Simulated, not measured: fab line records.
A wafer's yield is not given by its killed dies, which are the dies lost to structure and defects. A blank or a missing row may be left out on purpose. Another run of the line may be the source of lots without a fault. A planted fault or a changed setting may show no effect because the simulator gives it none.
Check of tool commonality | flow rit cmos | 12 lots and 36 wafers in the sample

== WHY IT WAS OPENED ==
Of 12 lots, 1 have the reading SPACER_NITRIDE_THK flagged at RIT_SPACER_THK_MEAS_04. Wafers without a fault read 248.8 nm, standard deviation 2.2.
Rule: a lot is flagged in two cases, either no wafer of it has a number, or all its wafers with numbers fall more than 4 standard deviations from that mean. As for the other lots, they are considered sound.

lot  | measured    | on            | SPACER_NITRIDE_THK (nm), wafer by wafer | flag
L341 | day 3 02:56 | film metro-04 | 245.8 245.5 247.5                       |
L342 | day 3 08:43 | film metro-04 | 247.4 247.4 246.1                       |
L343 | day 3 13:02 | film metro-04 | 247.5 248.3 246.1                       |
L345 | day 3 22:37 | film metro-04 | 249.4 249.0 248.1                       |
L346 | day 4 03:10 | film metro-01 | 283.8 286.7 284.8                       | FLAGGED
L354 | day 5 17:52 | film metro-01 | 252.8 252.6 250.9                       |
L355 | day 6 00:27 | film metro-02 | 248.2 246.9 247.3                       |
L356 | day 6 02:22 | film metro-04 | 248.5 250.6 252.9                       |
L357 | day 6 11:07 | film metro-04 | 252.7 252.5 250.4                       |
L361 | day 7 07:00 | film metro-04 | 247.7 248.0 248.2                       |
L362 | day 7 08:56 | film metro-01 | 249.2 249.7 250.6                       |
L363 | day 7 15:10 | film metro-04 | 248.0 248.1 246.4                       |
On average the flagged lots' numbers are 285.1 nm, which is +36.3 nm against the usual, or +17 standard deviations.

== TOOL THAT RAN EACH LOT ==
The record holds 1 process step before the reading, out of a route of 202 steps. In each cell: the tool, then ch and the chambers that the sampled wafers went through, then the start.
lot  | flag    | RIT_SPACER_CVD_03
L341 |         | lpcvd-02 ch 1, day 3 01:02
L342 |         | lpcvd-01 ch 1, day 3 06:48
L343 |         | lpcvd-02 ch 0, day 3 11:07
L345 |         | lpcvd-02 ch 1, day 3 20:41
L346 | FLAGGED | lpcvd-01 ch 1, day 4 01:15
L354 |         | lpcvd-01 ch 0, day 5 15:57
L355 |         | lpcvd-02 ch 1, day 5 22:32
L356 |         | lpcvd-02 ch 1, day 6 00:27
L357 |         | lpcvd-02 ch 0, day 6 09:10
L361 |         | lpcvd-02 ch 1, day 7 05:05
L362 |         | lpcvd-02 ch 1, day 7 07:00
L363 |         | lpcvd-02 ch 0, day 7 13:13
These steps, and what they do:
- RIT_SPACER_CVD_03: deposits Si3N4 from SiH2Cl2/NH3, target thk 250 nm, time 3300 s.
- RIT_SPACER_THK_MEAS_04

== FLAGGED AGAINST TOTAL, ONE TOOL AT A TIME (gauges that did the reading follow at the end) ==
step                   | tool          | lots run | flagged | share of the flagged lots | sound lots run after its first flagged lot
RIT_SPACER_CVD_03      | lpcvd-01      | 3        | 1       | all                       | 1 (L354)
RIT_SPACER_CVD_03      | lpcvd-02      | 9        | 0       | none                      | -
RIT_SPACER_THK_MEAS_04 | film metro-01 | 3        | 1       | all                       | 2 (L354,L362)
RIT_SPACER_THK_MEAS_04 | film metro-02 | 1        | 0       | none                      | -
RIT_SPACER_THK_MEAS_04 | film metro-04 | 8        | 0       | none                      | -

== THE TABLE: WHAT IT ALLOWS ==
In 2 table rows, all flagged lots were run: lpcvd-01 (RIT_SPACER_CVD_03), film metro-01 (RIT_SPACER_THK_MEAS_04).
- lpcvd-01 at RIT_SPACER_CVD_03 ran 3 lots, 1 of them flagged. Lots that were sound ran on it after the first flagged one (L354); a persistent fault on the entire tool would not allow that. Its own readings lie more than 4 standard deviations out on every wafer of the flagged lots: sih2cl2 flow sccm.
- film metro-01 at RIT_SPACER_THK_MEAS_04 ran 3 lots, 1 of them flagged. Lots that were sound ran on it after the first flagged one (L354, L362); a persistent fault on the entire tool would not allow that.
There is no row in the table that ran each flagged lot and no sound lot after the first.

== WHAT THE SIMULATOR HAD INSERTED ==
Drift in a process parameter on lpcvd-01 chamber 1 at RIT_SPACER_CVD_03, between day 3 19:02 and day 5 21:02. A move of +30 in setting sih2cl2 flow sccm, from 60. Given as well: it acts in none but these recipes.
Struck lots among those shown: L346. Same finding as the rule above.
